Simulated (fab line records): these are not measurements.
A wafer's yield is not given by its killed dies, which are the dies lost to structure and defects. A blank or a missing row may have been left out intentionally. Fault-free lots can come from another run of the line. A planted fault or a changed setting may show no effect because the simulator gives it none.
2 desks looking at one fault / flow rit-cmos / what lay behind the numbers comes last; until then each desk has only its own

== AT THE METROLOGY DESK ==
Means of the sampled wafers that have a number, per lot and without regard to the tool the lot ran on: this is what the gauges read. The brackets show how far a lot's mean lies from the usual mean; more than 4 standard deviations puts the lot out of limits, marked OUT.
Columns: A = SILICIDE_TI_RS at RIT_SILICIDE_RS_MEAS_02, usual 47.7 ohm/sq; B = SILICIDE_TI_THK at RIT_SILICIDE_THK_MEAS_03, usual 30.2 nm
lot=L371; first seen here=day 3 04:13; A=49.1; B=29.3
lot=L372; first seen here=day 3 09:14; A=48.1; B=30.1
lot=L373; first seen here=day 3 14:31; A=48.8; B=29.4
lot=L374; first seen here=day 3 16:58; A=46.9; B=30.5
lot=L375; first seen here=day 4 01:07; A=48.3; B=29.8
lot=L376; first seen here=day 4 05:14; A=46.8; B=30.6
lot=L377; first seen here=day 4 14:29; A=47.9; B=30.0
lot=L378; first seen here=day 4 15:37; A=47.9; B=30.0
lot=L383; first seen here=day 5 18:41; A=48.6; B=29.6
lot=L384; first seen here=day 6 00:13; A=61.9 (+16) OUT; B=26.3 (-7.9) OUT
lot=L385; first seen here=day 6 03:56; A=47.5; B=30.4
lot=L389; first seen here=day 7 01:46; A=48.3; B=29.8
lot=L393; first seen here=day 7 21:19; A=48.5; B=29.8
This desk finds L384 out of limits, with the earliest case on L384 at day 6 00:13 (SILICIDE_TI_RS at RIT_SILICIDE_RS_MEAS_02). L371, L372, L373, L374, L375, L376, L377, L378, L383, L385, L389, L393 stayed within limits.

== FOR THE TOOL OWNER'S DESK: pvd-sputter-01 ==
The tool's own readings at RIT_SILICIDE_SPUTTER_01 (material Ti, target thk 30 nm, time 240 s): means of the sampled wafers that have a number, for each lot that ran on this tool. The brackets show how far a lot's mean lies from the usual mean; more than 4 standard deviations puts the lot out of limits, marked OUT.
Columns: A = throttle-valve-pct at RIT_SILICIDE_SPUTTER_01, usual 29.8 %
lot=L372; first seen here=day 3 09:05; A=29.3
lot=L374; first seen here=day 3 16:47; A=29.7
lot=L376; first seen here=day 4 05:05; A=29.7
lot=L378; first seen here=day 4 15:28; A=29.9
lot=L384; first seen here=day 6 00:04; A=29.6
This desk found nothing out of limits on any of the 5 lots.

== TAKEN TOGETHER ==
At day 6 00:13 the metrology desk could have sounded an alarm, on L384.
Nothing out of limits was seen by the tool owner's desk.
On record at the tool owner's desk: L384, within its limits.
Every lot named ran RIT_SILICIDE_SPUTTER_01 on pvd-sputter-01.

== WHAT THE SIMULATOR HAD PUT IN ==
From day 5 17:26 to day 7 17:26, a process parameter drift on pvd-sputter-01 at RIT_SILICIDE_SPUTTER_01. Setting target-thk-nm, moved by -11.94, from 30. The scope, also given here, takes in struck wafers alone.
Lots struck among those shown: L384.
Delay in hours, fault start to first out-of-limits reading, per desk: metrology desk 7.
